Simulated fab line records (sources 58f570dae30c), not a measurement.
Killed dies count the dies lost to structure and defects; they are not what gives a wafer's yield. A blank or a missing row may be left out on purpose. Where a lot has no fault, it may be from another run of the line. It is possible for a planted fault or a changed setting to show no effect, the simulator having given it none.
8D (eight disciplines) problem report, filled in by code	flow berkeley cmos170	the parts of the form that need people (team, actions taken, sign-off) are left out

1. PROBLEM STATEMENT
cd nm at UCB170_V2_CD_MEAS_90 reads a mean of 706.5 nm on 1 wafer of 1 lot; wafers without a fault read 700.3 nm with a standard deviation of 1.3. That is +4.8 standard deviations from the usual mean.
The step: target cd 700 nm.
The first sign was on wafer L445.2 at day 12 03:40, on cd sem-02. Wafers with a number at this step in the record: 39, from 13 lots. Rule for "out" (also "out of limits"): further than 4 standard deviations from the usual mean. Any other wafer with a number is counted as sound.

2. WHAT THIS IS AND IS NOT
question	is	is not
which readings at this step	cd nm	-
which lots	L445	L431, L432, L434, L435, L436, L438, L442, L446, L448, L449, L452, L454
which wafers of those lots	L445.2	L445.1, L445.6
read on which gauges	cd sem-02	cd sem-01
when	from day 12 03:40	up to then (23 sound wafers); but 15 sound wafers of L446, L448, L449, L452, L454 came after

3. WHAT RULES OUT EACH SUSPECT
Counting: if a tool at a process step up to the reading ran every lot that is out, it stays a suspect. Sound lots after the first of them don't rule it out here, since some wafers of a struck lot are sound.
- ruled out: the gauge at UCB170_V2_CD_MEAS_90. All the wafers that are out were read on cd sem-02, but those of them that UCB170_V2_ETCH_14 has rows for are out there too, on other tools.
- rie diel-03 at UCB170_V2_ETCH_14 (etches SiO2 in CHF3/CF4/Ar, stops on Al, target depth 1250 nm, time 291 s): kept. It processed L445, the lot that is out, at day 12 03:23, and its most recent sound lot before then was L438 at day 9 21:37. On those wafers its own readings are out: rf fwd power W.
- plasma asher-02 at UCB170_V2_STRIP_15 (strips in O2): kept. It processed L445, the lot that is out, at day 12 03:34, and its most recent sound lot before then was L442 at day 11 04:58. On those wafers its own readings are out: strip time to endpoint s.
- rie diel-03, UCB170_V2_ETCH_14: wafers that are out in chamber 2, sound lot-mates in chambers 0, 1.
Remaining after the count are rie diel-03 at UCB170_V2_ETCH_14 and plasma asher-02 at UCB170_V2_STRIP_15.

4. THE CAUSE (what the simulator had put in)
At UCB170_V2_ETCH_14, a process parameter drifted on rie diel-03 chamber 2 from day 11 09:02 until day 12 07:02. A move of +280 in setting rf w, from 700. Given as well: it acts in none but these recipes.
Of the 2 suspects that counting leaves, this tool is one.

5. THE CHAIN OF EFFECTS, in route order
Each row: a reading where the mean over the struck wafers with a number is more than 3 standard deviations away from the usual. Only readings whose record carries a usual standard deviation are examined. hours: median over the lots of the time between each lot's start at the first step of this table that gives one and its start at this step. sigmas: the change, counted in usual standard deviations.
hours	step	reading	usual	on struck wafers	change	sigmas
0	UCB170_V2_ETCH_14	rf fwd power W	698.2 W	979.2	+281.0	+99 or more
0	UCB170_V2_STRIP_15	strip time to endpoint s	15.26 s	14.09	-1.17	-12
0	UCB170_V2_CD_MEAS_90	cd nm	700.3 nm	706.5	+6.2	+4.8
Here are the process steps it includes:
- UCB170_V2_ETCH_14: etches SiO2 in CHF3/CF4/Ar, stops on Al, target depth 1250 nm, time 291 s.
- UCB170_V2_STRIP_15: strips in O2.
At these later measuring or inspecting steps, every struck wafer for which the step has a row has a number for every such reading, and none has moved that far: UCB170_M3_RS_MEAS_02.

6. HOW IT WOULD HAVE BEEN CAUGHT EARLIER
Counted from the fault's start at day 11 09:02, it took 19 hours until the first out-of-limits reading at a measuring or inspecting step in this record, taken at day 12 03:40.
Tool's own readings at UCB170_V2_ETCH_14, rf fwd power W: out on all struck wafers the step has rows for; an alarm limit on them would have tripped on the first.
By day 12 03:40 the whole set of lots that are out, 1 in number, had already begun UCB170_V2_ETCH_14 on rie diel-03. Tool hold at that time: it would have spared none of them.
